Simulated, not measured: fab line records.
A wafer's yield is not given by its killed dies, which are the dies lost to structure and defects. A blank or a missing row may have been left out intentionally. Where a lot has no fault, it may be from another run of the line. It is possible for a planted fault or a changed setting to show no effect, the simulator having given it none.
Code-filled problem report in 8D (eight disciplines) form    flow rit_cmos    the parts of the form that need people (team, actions taken, sign-off) are left out

1. WHAT IS WRONG
SILICIDE_TI_RS at RIT_SILICIDE_RS_MEAS_02 reads a mean of 43.6 ohm/sq on 6 wafers of 2 lots; wafers without a fault read 48.1 ohm/sq with a standard deviation of 0.72. That is -6.3 standard deviations from the usual mean.
The step: measures by four-point-probe.
Seen first at day 5 05:46 on film_metro-04, wafer L292.1. The record holds 42 wafers of 14 lots with a number at this step. Rule for "out", or "out of limits": more than 4 standard deviations from the usual mean. All remaining wafers that have a number are taken as sound.

2. WHAT IT IS, AND WHAT IT ISN'T
question                     is                      is not
which readings at this step  SILICIDE_TI_RS          -
which lots                   L292, L294              L283, L284, L285, L286, L288, L290, L295, L297, L299, L303, L305, L306
which wafers of those lots   all that have a number  -
read on which gauges         film_metro-04           film_metro-01, film_metro-03
when                         from day 5 05:46        up to then (18 sound wafers); but 18 sound wafers of L295, L297, L299, L303, L305, L306 came after

3. THE SUSPECTS, EACH WITH WHAT RULES IT OUT
Counting: a tool at any process step up to the reading remains a suspect when it ran all the lots that are out and ran no sound lot after the first of those.
- the gauge at RIT_SILICIDE_RS_MEAS_02: kept. All the wafers that are out were read on film_metro-04, and no step on other tools shows them out.
- pvd_sputter-01 at RIT_SILICIDE_SPUTTER_01 (material Ti, target thk 30 nm, time 240 s): ruled out as a lasting fault. Following L292 (day 5 05:37), the first lot on it that is out, the sound lots L305 were run on it.
The count leaves film_metro-04 at RIT_SILICIDE_RS_MEAS_02.

4. THE CAUSE (what the simulator had put in)
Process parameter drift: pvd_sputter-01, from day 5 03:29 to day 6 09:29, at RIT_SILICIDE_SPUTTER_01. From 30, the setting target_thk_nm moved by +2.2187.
Counting ruled it out, wrongly: the rule takes a fault to strike every lot that its tool runs from its start on, and this one did not.

5. THE EFFECT CHAIN, in route order
Each row: a reading where the mean over the struck wafers with a number is more than 3 standard deviations away from the usual. Only readings whose record carries a usual standard deviation are examined. hours: median over the lots of the time between each lot's start at the first step of this table that gives one and its start at this step. sigmas: the change, counted in usual standard deviations.
hours  step                      reading          usual        on struck wafers  change  sigmas
0      RIT_SILICIDE_RS_MEAS_02   SILICIDE_TI_RS   48.1 ohm/sq  43.6              -4.5    -6.3
0      RIT_SILICIDE_THK_MEAS_03  SILICIDE_TI_THK  30.1 nm      32.4              +2.3    +5.4

6. WHAT WOULD HAVE CAUGHT IT SOONER
The first out-of-limits reading at a measuring or inspecting step in this record came at day 5 05:46, 2 hours after the fault's start at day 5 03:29.
No tool reading at RIT_SILICIDE_SPUTTER_01 that has a usual standard deviation in the record was out on any struck wafer, so an alarm limit of 4 standard deviations on those readings would not have fired.
